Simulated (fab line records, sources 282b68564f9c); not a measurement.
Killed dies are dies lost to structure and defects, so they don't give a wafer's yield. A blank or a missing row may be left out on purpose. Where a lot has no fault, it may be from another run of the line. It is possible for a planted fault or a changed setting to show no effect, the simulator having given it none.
Which tool did it? | flow ritCmos | Sampling: 14 lots, 42 wafers, 3 of 202 route steps

## WHAT THE GAUGES READ, wafer by wafer
RIT_FOX1_THK_MEAS_01.
lot  | measured    | on           | FOX1_OXIDE_THK (nm)
L242 | day 1 17:56 | filmMetro-03 | 338 342 340
L244 | day 2 03:03 | filmMetro-02 | 348 352 347
L246 | day 2 14:34 | filmMetro-03 | 361 357 358
L247 | day 2 17:49 | filmMetro-02 | 348 351 344
L248 | day 2 23:19 | filmMetro-02 | 338 347 345
L249 | day 3 03:57 | filmMetro-02 | 343 351 342
L250 | day 3 08:51 | filmMetro-02 | 341 348 347
L253 | day 4 00:07 | filmMetro-03 | 351 354 361
L254 | day 4 04:57 | filmMetro-03 | 347 350 352
L255 | day 4 11:02 | filmMetro-04 | 345 350 339
L261 | day 5 19:32 | filmMetro-04 | 359 365 356
L262 | day 5 22:39 | filmMetro-02 | 357 356 356
L263 | day 6 05:02 | filmMetro-02 | 349 355 342
L264 | day 6 11:18 | filmMetro-04 | 354 353 352

RIT_GATE_THK_MEAS_07.
lot  | measured    | on           | GATE_OXIDE_THK (nm)
L242 | day 2 10:24 | filmMetro-03 | 2.94 2.94 2.98
L244 | day 2 19:57 | filmMetro-03 | 3.00 3.05 2.95
L246 | day 3 09:08 | filmMetro-03 | 3.03 3.08 2.97
L247 | day 3 11:29 | filmMetro-02 | 2.94 2.94 3.00
L248 | day 3 16:39 | filmMetro-03 | 3.11 3.00 3.09
L249 | day 3 20:37 | filmMetro-01 | 3.09 3.15 3.14
L250 | day 4 02:56 | filmMetro-01 | 2.97 3.01 2.96
L253 | day 4 16:53 | filmMetro-01 | 2.96 2.97 2.95
L254 | day 4 23:19 | filmMetro-03 | 3.01 2.94 2.96
L255 | day 5 07:26 | filmMetro-01 | 2.97 3.02 2.98
L261 | day 6 12:37 | filmMetro-01 | 3.01 3.06 3.05
L262 | day 6 17:19 | filmMetro-03 | 3.01 2.96 2.92
L263 | day 7 04:52 | filmMetro-01 | 3.09 3.08 3.05
L264 | day 7 06:45 | filmMetro-02 | 2.97 2.97 2.91

## WHAT TOOL EACH LOT RAN ON (gives the tool, then ch and the chambers of the sampled wafers, and finally the start)
lot  | RIT_NWELL_STRIP_09
L242 | plasmaAsher-02 ch 0,1, day 1 21:41
L244 | plasmaAsher-04 ch 0,1, day 2 07:42
L246 | plasmaAsher-04 ch 0,1, day 2 19:26
L247 | plasmaAsher-03 ch 0,1, day 2 21:50
L248 | plasmaAsher-04 ch 0,1, day 3 04:02
L249 | plasmaAsher-04 ch 0,1, day 3 07:42
L250 | plasmaAsher-02 ch 0,1, day 3 14:17
L253 | plasmaAsher-02 ch 0,1, day 4 03:59
L254 | plasmaAsher-02 ch 0,1, day 4 08:53
L255 | plasmaAsher-03 ch 0,1, day 4 14:55
L261 | plasmaAsher-02 ch 0,1, day 5 23:47
L262 | plasmaAsher-03 ch 0,1, day 6 02:28
L263 | plasmaAsher-02 ch 0,1, day 6 12:28
L264 | plasmaAsher-04 ch 0,1, day 6 16:01
- RIT_NWELL_STRIP_09: strips in O2, time 180 s.

## AS READ BY THE TOOLS THEMSELVES (means over the sampled wafers that have a number; for cases with no such wafer, the mark the record gives instead)
RIT_NWELL_STRIP_09.
lot  | tool           | drypumpMotorCurrentA (A) | o2FlowSccm (sccm)
L242 | plasmaAsher-02 | 6.0                      | 4001
L244 | plasmaAsher-04 | 5.8                      | 4006
L246 | plasmaAsher-04 | 5.9                      | 4012
L247 | plasmaAsher-03 | 6.1                      | 4006
L248 | plasmaAsher-04 | 5.8                      | 4008
L249 | plasmaAsher-04 | 5.9                      | 3993
L250 | plasmaAsher-02 | 6.0                      | 4004
L253 | plasmaAsher-02 | 5.7                      | 3992
L254 | plasmaAsher-02 | 5.7                      | 4000
L255 | plasmaAsher-03 | 5.7                      | 3996
L261 | plasmaAsher-02 | 5.7                      | 4012
L262 | plasmaAsher-03 | 6.1                      | 3994
L263 | plasmaAsher-02 | 6.0                      | 3992
L264 | plasmaAsher-04 | 5.8                      | 3996

## THE ANSWER, worked out from the rows above alone
Rule: the lots themselves supply what counts as usual. Put in order of their means at a reading, lots are off if they are a third of the lots or fewer, leave a main group of 4 or more, and stand apart from it by a gap of 3 or more times the standard deviation of the main group's means; of several such gaps the widest counts. A main group is skipped when, at the precision printed for the reading in the tables above, its means are all equal. A lot without any number at a reading at which 4 lots or more have one is off too. Where the step has rows for the other lots, those lots are counted as sound. The gauges are gone through in route order, then the tools' own readings, and for those a lot's mean is taken as printed above. At the first step where some lot is off, the reading lying furthest off is the one used; lots without a number count as furthest.
None of the lots is off at any reading shown; this tells nothing.

## WHAT WAS PUT IN BY THE SIMULATOR
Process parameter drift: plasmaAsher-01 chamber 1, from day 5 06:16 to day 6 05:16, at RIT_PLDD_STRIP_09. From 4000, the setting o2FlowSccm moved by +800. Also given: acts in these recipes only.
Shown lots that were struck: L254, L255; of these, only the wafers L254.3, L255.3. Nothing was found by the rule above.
